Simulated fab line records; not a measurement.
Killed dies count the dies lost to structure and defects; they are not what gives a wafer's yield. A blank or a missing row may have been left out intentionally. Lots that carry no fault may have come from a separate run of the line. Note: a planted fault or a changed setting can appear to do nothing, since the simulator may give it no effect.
What tool caused it? | flow berkeley cmos170 | Sampling: 14 lots, 42 wafers, 2 of 331 route steps

WHAT THE GAUGES READ, wafer by wafer
UCB170_PLDD_CD_MEAS_06: the cd target is 1200 nm.
lot  | measured     | on        | cd nm (nm)
L786 | day 7 08:20  | cd sem-02 | 1199.3 1197.9 1198.8
L787 | day 7 09:04  | cd sem-02 | 1199.2 1198.5 1199.9
L788 | day 7 21:32  | cd sem-01 | 1203.4 1202.8 1202.0
L790 | day 7 21:47  | cd sem-02 | 1199.4 1199.0 1198.7
L791 | day 8 12:26  | cd sem-02 | 1200.8 1200.4 1200.0
L794 | day 8 18:49  | cd sem-01 | 1200.3 1198.3 1199.6
L792 | day 8 19:02  | cd sem-02 | 1200.6 1199.2 1199.7
L793 | day 8 19:44  | cd sem-01 | 1197.2 1197.9 1197.4
L796 | day 9 07:50  | cd sem-01 | 1201.2 1201.8 1201.2
L798 | day 10 01:06 | cd sem-02 | 1188.2 1188.6 1187.0
L800 | day 10 01:46 | cd sem-01 | 1192.1 1191.8 1192.8
L802 | day 10 14:57 | cd sem-02 | 1199.5 1199.5 1198.7
L807 | day 11 13:34 | cd sem-01 | 1200.5 1199.8 1200.0
L809 | day 11 20:36 | cd sem-02 | 1202.1 1199.9 1202.1

WHAT TOOL EACH LOT RAN ON (gives the tool, then ch and the chambers of the sampled wafers, and finally the start)
lot  | UCB170_PLDD_EXPOSE_03
L786 | krf scanner-02 ch 0, day 7 07:50
L787 | krf scanner-02 ch 0, day 7 08:18
L788 | krf scanner-02 ch 0, day 7 21:08
L790 | krf scanner-01 ch 0, day 7 21:24
L791 | krf scanner-01 ch 0, day 8 11:50
L794 | krf scanner-01 ch 0, day 8 18:16
L792 | krf scanner-01 ch 0, day 8 18:35
L793 | krf scanner-02 ch 0, day 8 18:53
L796 | krf scanner-01 ch 0, day 9 06:36
L798 | krf scanner-02 ch 0, day 10 00:40
L800 | krf scanner-02 ch 0, day 10 01:23
L802 | krf scanner-01 ch 0, day 10 14:32
L807 | krf scanner-01 ch 0, day 11 12:58
L809 | krf scanner-01 ch 0, day 11 19:49
- UCB170_PLDD_EXPOSE_03: exposes mask PSELECT, target cd 1200 nm.

WHAT THE TOOLS THEMSELVES READ (means of the sampled wafers that have a number; where no wafer has one, the mark that the record gives instead)
UCB170_PLDD_EXPOSE_03.
lot  | tool           | exposure dose mJ cm2 | reticle temp C (C)
L786 | krf scanner-02 | 29.99                | 23.02
L787 | krf scanner-02 | 29.99                | 23.13
L788 | krf scanner-02 | 29.99                | 22.99
L790 | krf scanner-01 | 29.97                | 22.91
L791 | krf scanner-01 | 29.96                | 22.95
L794 | krf scanner-01 | 29.97                | 23.15
L792 | krf scanner-01 | 29.96                | 23.11
L793 | krf scanner-02 | 30.00                | 23.07
L796 | krf scanner-01 | 29.99                | 23.07
L798 | krf scanner-02 | 28.19                | 23.10
L800 | krf scanner-02 | 28.55                | 22.88
L802 | krf scanner-01 | 29.92                | 23.05
L807 | krf scanner-01 | 29.95                | 22.89
L809 | krf scanner-01 | 29.94                | 22.93

THE ANSWER, worked out from the rows above alone
Rule: what is usual is taken from the lots themselves. Put in order of their means at a reading, lots are off if they are a third of the lots or fewer, leave a main group of 4 or more, and stand apart from it by a gap of 3 or more times the standard deviation of the main group's means; of several such gaps the widest counts. The tables above print the reading to a certain number of digits; a main group whose means all agree to those digits is not used. Also off: a lot with no number at a reading for which 4 or more lots have one. The other lots that the step has rows for count as sound. Order of review: gauges by route order, followed by the tools' own readings, for which a lot's mean as printed above is used. At the first step where some lot is off, the reading lying furthest off is the one used; lots without a number count as furthest.
Off, at UCB170_PLDD_CD_MEAS_06 on cd nm: L798, L800. Main group: mean 1199.9 nm, sd 1.4.
A tool fits if, at a process step before that reading, it ran every lot that is off, and no sound lot after the first of them. The gauges at UCB170_PLDD_CD_MEAS_06 aren't tried: what is off there is off at UCB170_PLDD_EXPOSE_03 too, on other tools, and a gauge's error can't cause that. One fits: krf scanner-02 at UCB170_PLDD_EXPOSE_03. A fault onset in the window from L793 (day 8 18:53, its last sound lot) to L798 (day 10 00:40, its first lot off) fits.
On the lots that are off, the tool's own readings at UCB170_PLDD_EXPOSE_03 differ by more than 5 times the standard deviation of the sound lots' means, which bears it out; exposure dose mJ cm2 reads 28.37 there versus 29.97 on the sound lots.

WHAT WAS PUT IN BY THE SIMULATOR
Process parameter drift: krf scanner-02, from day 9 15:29 on, at UCB170_PLDD_EXPOSE_03. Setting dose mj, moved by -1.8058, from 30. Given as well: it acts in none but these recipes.
Shown lots that were struck: L798, L800. Same finding as the rule above.
